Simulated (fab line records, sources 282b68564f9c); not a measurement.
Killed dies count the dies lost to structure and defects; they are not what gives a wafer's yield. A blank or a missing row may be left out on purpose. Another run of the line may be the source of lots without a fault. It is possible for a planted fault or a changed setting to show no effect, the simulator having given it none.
Split-lot study / flow rit_cmos / 23 wafers read from 5 lots, route of 202 steps

== ON THE SPLIT ==
At RIT_SILICIDE_SPUTTER_01 (material Ti, target thk 30 nm, time 240 s), the setting time_s was moved away from the recipe's 240 s on 8 of the 23 wafers read, by -10.5% to +11.7%. For the rest of the wafers, this setting stayed at what the recipe calls for.

== SPLIT TO READING: what lies between them in the file, 1 step ==
- RIT_SILICIDE_RS_MEAS_02: measures by four-point-probe

== THE READING ==
SILICIDE_TI_THK, in nm, at RIT_SILICIDE_THK_MEAS_03 (measures by xrf). On this fab line, fault-free wafers typically give 29.67 nm with a standard deviation of 0.27 nm.

wafer=L075.2; tool, chamber at the split=pvd_sputter-02, -; time_s as run, s=240; against the recipe=recipe; SILICIDE_TI_THK, nm=29.53; against lot-mates on the recipe=-
wafer=L075.3; tool, chamber at the split=pvd_sputter-02, -; time_s as run, s=261.2; against the recipe=+8.8%; SILICIDE_TI_THK, nm=31.76; against lot-mates on the recipe=+2.34
wafer=L075.4; tool, chamber at the split=pvd_sputter-02, -; time_s as run, s=240; against the recipe=recipe; SILICIDE_TI_THK, nm=29.39; against lot-mates on the recipe=-
wafer=L075.5; tool, chamber at the split=pvd_sputter-02, -; time_s as run, s=240; against the recipe=recipe; SILICIDE_TI_THK, nm=29.34; against lot-mates on the recipe=-
wafer=L075.6; tool, chamber at the split=pvd_sputter-02, -; time_s as run, s=261.2; against the recipe=+8.8%; SILICIDE_TI_THK, nm=32.15; against lot-mates on the recipe=+2.73
wafer=L076.1; tool, chamber at the split=pvd_sputter-01, -; time_s as run, s=240; against the recipe=recipe; SILICIDE_TI_THK, nm=29.96; against lot-mates on the recipe=-
wafer=L076.2; tool, chamber at the split=pvd_sputter-01, -; time_s as run, s=268; against the recipe=+11.7%; SILICIDE_TI_THK, nm=33.34; against lot-mates on the recipe=+3.52
wafer=L076.3; tool, chamber at the split=pvd_sputter-01, -; time_s as run, s=268; against the recipe=+11.7%; SILICIDE_TI_THK, nm=33.16; against lot-mates on the recipe=+3.34
wafer=L076.4; tool, chamber at the split=pvd_sputter-01, -; time_s as run, s=240; against the recipe=recipe; SILICIDE_TI_THK, nm=29.84; against lot-mates on the recipe=-
wafer=L076.5; tool, chamber at the split=pvd_sputter-01, -; time_s as run, s=240; against the recipe=recipe; SILICIDE_TI_THK, nm=29.66; against lot-mates on the recipe=-
wafer=L080.1; tool, chamber at the split=pvd_sputter-01, -; time_s as run, s=240; against the recipe=recipe; SILICIDE_TI_THK, nm=29.90; against lot-mates on the recipe=-
wafer=L080.2; tool, chamber at the split=pvd_sputter-01, -; time_s as run, s=240; against the recipe=recipe; SILICIDE_TI_THK, nm=29.92; against lot-mates on the recipe=-
wafer=L080.5; tool, chamber at the split=pvd_sputter-01, -; time_s as run, s=240; against the recipe=recipe; SILICIDE_TI_THK, nm=29.86; against lot-mates on the recipe=-
wafer=L081.2; tool, chamber at the split=pvd_sputter-02, -; time_s as run, s=240; against the recipe=recipe; SILICIDE_TI_THK, nm=29.42; against lot-mates on the recipe=-
wafer=L081.3; tool, chamber at the split=pvd_sputter-02, -; time_s as run, s=250.5; against the recipe=+4.4%; SILICIDE_TI_THK, nm=30.73; against lot-mates on the recipe=+1.15
wafer=L081.4; tool, chamber at the split=pvd_sputter-02, -; time_s as run, s=240; against the recipe=recipe; SILICIDE_TI_THK, nm=29.56; against lot-mates on the recipe=-
wafer=L081.5; tool, chamber at the split=pvd_sputter-02, -; time_s as run, s=250.5; against the recipe=+4.4%; SILICIDE_TI_THK, nm=31.16; against lot-mates on the recipe=+1.58
wafer=L081.6; tool, chamber at the split=pvd_sputter-02, -; time_s as run, s=240; against the recipe=recipe; SILICIDE_TI_THK, nm=29.75; against lot-mates on the recipe=-
wafer=L083.1; tool, chamber at the split=pvd_sputter-02, -; time_s as run, s=214.9; against the recipe=-10.5%; SILICIDE_TI_THK, nm=26.65; against lot-mates on the recipe=-2.98
wafer=L083.3; tool, chamber at the split=pvd_sputter-02, -; time_s as run, s=240; against the recipe=recipe; SILICIDE_TI_THK, nm=29.75; against lot-mates on the recipe=-
wafer=L083.4; tool, chamber at the split=pvd_sputter-02, -; time_s as run, s=240; against the recipe=recipe; SILICIDE_TI_THK, nm=29.79; against lot-mates on the recipe=-
wafer=L083.5; tool, chamber at the split=pvd_sputter-02, -; time_s as run, s=240; against the recipe=recipe; SILICIDE_TI_THK, nm=29.36; against lot-mates on the recipe=-
wafer=L083.6; tool, chamber at the split=pvd_sputter-02, -; time_s as run, s=214.9; against the recipe=-10.5%; SILICIDE_TI_THK, nm=26.78; against lot-mates on the recipe=-2.85

THE FIT
A straight line over all 23 wafers: SILICIDE_TI_THK changes by +0.287 nm for each +1% of time_s; r = +0.99; the points scatter about the line by 0.23 nm.
The same after taking each lot's own level away (the mean of its wafers on the recipe; 23 wafers): +0.288 nm for each +1%; r = +1.00; scatter 0.15 nm.
According to that fit, moving time_s by its largest amount changes the reading by 3.4 nm.
The lots' own levels span 29.420 to 29.893 nm, that is 1.8 times the standard deviation above.
Hence the lot-to-lot level has little effect on the slope; both slopes agree.
Check: +3.34 nm against its lot-mates is what the line predicts for one of the wafers moved furthest among these (+11.7%) when that wafer is left out of the fit. Against them it came out at +3.52 nm.

== THE WHOLE CHAIN: every reading that the file lists as answering this split, in the file's order ==
step=RIT_SILICIDE_SPUTTER_01; what it does=material Ti, target thk 30 nm, time 240 s; reading=Ti_of_SILICIDE_SPUTTER_01.thk_nm (the simulator's own value, which no gauge read); change (the file's fit)=+0.295 nm for each +1% of the setting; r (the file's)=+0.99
step=RIT_SILICIDE_RS_MEAS_02; what it does=measures by four-point-probe; reading=SILICIDE_TI_RS; change (the file's fit)=-0.574 for each +1% of the setting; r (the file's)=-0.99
step=RIT_SILICIDE_THK_MEAS_03; what it does=measures by xrf; reading=SILICIDE_TI_THK; change (the file's fit)=+0.289 for each +1% of the setting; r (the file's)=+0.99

== FILE'S OWN FIT ==
SILICIDE_TI_THK changes by +0.289 nm for each +1% of time_s, r = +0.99.
